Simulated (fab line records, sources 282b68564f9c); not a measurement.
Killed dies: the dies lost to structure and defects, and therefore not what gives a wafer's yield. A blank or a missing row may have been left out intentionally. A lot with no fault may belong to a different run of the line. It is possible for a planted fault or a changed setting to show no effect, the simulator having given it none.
Which tool is to blame? || flow rit cmos || route of 202 steps, sampled at 1 step: 14 lots, 42 wafers

## WHAT THE GAUGES SHOWED, per wafer
RIT_PWELL_OVL_MEAS_06.
{"lot": "L984", "measured": "day 1 23:08", "on": "overlay-01", "PWELL_OVL (nm)": "2.8 -1.1 0.7"}
{"lot": "L985", "measured": "day 2 03:04", "on": "overlay-01", "PWELL_OVL (nm)": "-0.9 -1.5 -1.2"}
{"lot": "L987", "measured": "day 2 13:40", "on": "overlay-01", "PWELL_OVL (nm)": "1.4 2.2 -0.5"}
{"lot": "L988", "measured": "day 2 20:41", "on": "overlay-01", "PWELL_OVL (nm)": "1.5 0.8 -0.1"}
{"lot": "L990", "measured": "day 3 05:16", "on": "overlay-02", "PWELL_OVL (nm)": "1.9 3.0 1.7"}
{"lot": "L992", "measured": "day 3 15:32", "on": "overlay-01", "PWELL_OVL (nm)": "-1.2 -0.3 -0.4"}
{"lot": "L993", "measured": "day 3 21:43", "on": "overlay-02", "PWELL_OVL (nm)": "-2.0 -0.1 -0.2"}
{"lot": "L994", "measured": "day 4 00:24", "on": "overlay-02", "PWELL_OVL (nm)": "0.5 -0.1 0.0"}
{"lot": "L995", "measured": "day 4 05:19", "on": "overlay-02", "PWELL_OVL (nm)": "-1.7 0.2 0.0"}
{"lot": "L101", "measured": "day 5 13:43", "on": "overlay-01", "PWELL_OVL (nm)": "1.1 -1.0 1.7"}
{"lot": "L102", "measured": "day 5 21:43", "on": "overlay-02", "PWELL_OVL (nm)": "-1.8 -1.7 -1.3"}
{"lot": "L105", "measured": "day 6 13:43", "on": "overlay-01", "PWELL_OVL (nm)": "0.6 1.6 2.7"}
{"lot": "L106", "measured": "day 6 17:07", "on": "overlay-01", "PWELL_OVL (nm)": "0.9 0.9 0.4"}
{"lot": "L107", "measured": "day 7 01:58", "on": "overlay-01", "PWELL_OVL (nm)": "-0.4 -1.7 -1.2"}

## WHICH TOOL RAN EACH LOT (tool, then ch and the chambers of the sampled wafers, then the start)
There is no process step in the record ahead of these readings.

## WHAT THE TOOLS THEMSELVES READ (means of the sampled wafers that have a number; where no wafer has one, the mark that the record gives instead)
The record holds no such reading with a usual standard deviation.

## THE ANSWER, worked out from the rows above alone
Rule: usual is defined by the lots themselves. The widest of any qualifying gaps counts: lots, ordered by their means at a reading, are off when they make up no more than a third of the lots, leave a main group of 4 or more, and stand apart from it by 3 or more times the standard deviation of that group's means. If all means in a main group match to the digits the tables above print for the reading, that group is not used. Also off: a lot with no number at a reading for which 4 or more lots have one. Where the step has rows for the other lots, those lots are counted as sound. After the gauges, taken in route order, come the tools' own readings; for these a lot's mean is taken, as printed above. At the first step where some lot is off, the reading lying furthest off is the one used; lots without a number count as furthest.
None of the lots is off at any reading shown; this tells nothing.

## WHAT THE SIMULATOR PUT IN
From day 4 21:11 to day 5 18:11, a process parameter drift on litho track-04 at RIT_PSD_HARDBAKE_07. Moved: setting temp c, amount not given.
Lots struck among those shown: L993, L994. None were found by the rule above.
